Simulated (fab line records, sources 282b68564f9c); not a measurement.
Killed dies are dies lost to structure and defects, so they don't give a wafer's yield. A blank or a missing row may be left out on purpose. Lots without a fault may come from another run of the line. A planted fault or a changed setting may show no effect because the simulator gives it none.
Problem report in the 8D (eight disciplines) form, filled by code | flow rit_cmos | the parts of the form that need people (team, actions taken, sign-off) are left out

1. THE PROBLEM
CONTACT_OVL at RIT_CONTACT_OVL_MEAS_09 reads a mean of -149.8 nm on 8 wafers of 3 lots; wafers without a fault read -0.7 nm with a standard deviation of 1.5. That is -99 or more standard deviations from the usual mean.
First seen on wafer L737.3, day 7 06:22, on overlay-01. The record holds 44 wafers of 15 lots with a number at this step. Rule for "out", or "out of limits": more than 4 standard deviations from the usual mean. The other wafers with a number count as sound.

2. WHAT IT IS AND WHAT IT IS NOT
question                    | is                     | is not
which readings at this step | CONTACT_OVL            | -
which lots                  | L737, L738, L739       | L719, L720, L721, L723, L724, L726, L728, L730, L732, L733, L736, L741
which wafers of those lots  | all that have a number | -
read on which gauges        | overlay-01, overlay-02 | -
when                        | from day 7 06:22       | up to then (33 sound wafers); but 3 sound wafers of L741 came after

3. SUSPECTS, AND WHAT RULES EACH OUT
Counting: a tool at a process step up to the reading stays a suspect if it ran every lot that is out and no sound lot after the first of them.
- the gauge at RIT_CONTACT_OVL_MEAS_09: ruled out. The wafers that are out were read on 2 gauges (overlay-01, overlay-02).
- iline_stepper-01 at RIT_CONTACT_EXPOSE_05 (exposes mask M11, target cd 1000 nm): kept. It ran every lot that is out, first L737 (day 7 05:46), and no sound lot after that; its last sound lot up to then is L736 (day 7 03:05).
Left after counting: iline_stepper-01 at RIT_CONTACT_EXPOSE_05.

4. THE CAUSE (what the simulator had put in)
Scanner matching overlay: iline_stepper-01, from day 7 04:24 on, at RIT_CONTACT_EXPOSE_05. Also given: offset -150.
Counting left only this tool.

5. THE CHAIN OF EFFECTS, in route order
Each row: a reading whose mean over the struck wafers that have a number lies more than 3 standard deviations from the usual. Only readings for which the record gives a usual standard deviation are gone through. hours: the time from each lot's start at the first step in this table that gives one to its start at this step, as a median over the lots. sigmas: the change in usual standard deviations.
hours | step                    | reading     | usual   | on struck wafers | change | sigmas
0     | RIT_CONTACT_OVL_MEAS_09 | CONTACT_OVL | -0.7 nm | -149.8           | -149.1 | -99 or more

6. WHAT WOULD HAVE CAUGHT IT SOONER
In this record the first reading out of limits at a measuring or inspecting step was taken at day 7 06:22, 2 hours after the fault began at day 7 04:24.
Of the tool readings at RIT_CONTACT_EXPOSE_05 for which the record gives a usual standard deviation, none was out on any struck wafer, so an alarm limit of 4 standard deviations on them would not have fired.
Of the lots that are out (3), L738, L739 began RIT_CONTACT_EXPOSE_05 on iline_stepper-01 after day 7 06:22. A hold on the tool at that time would have spared those 2.
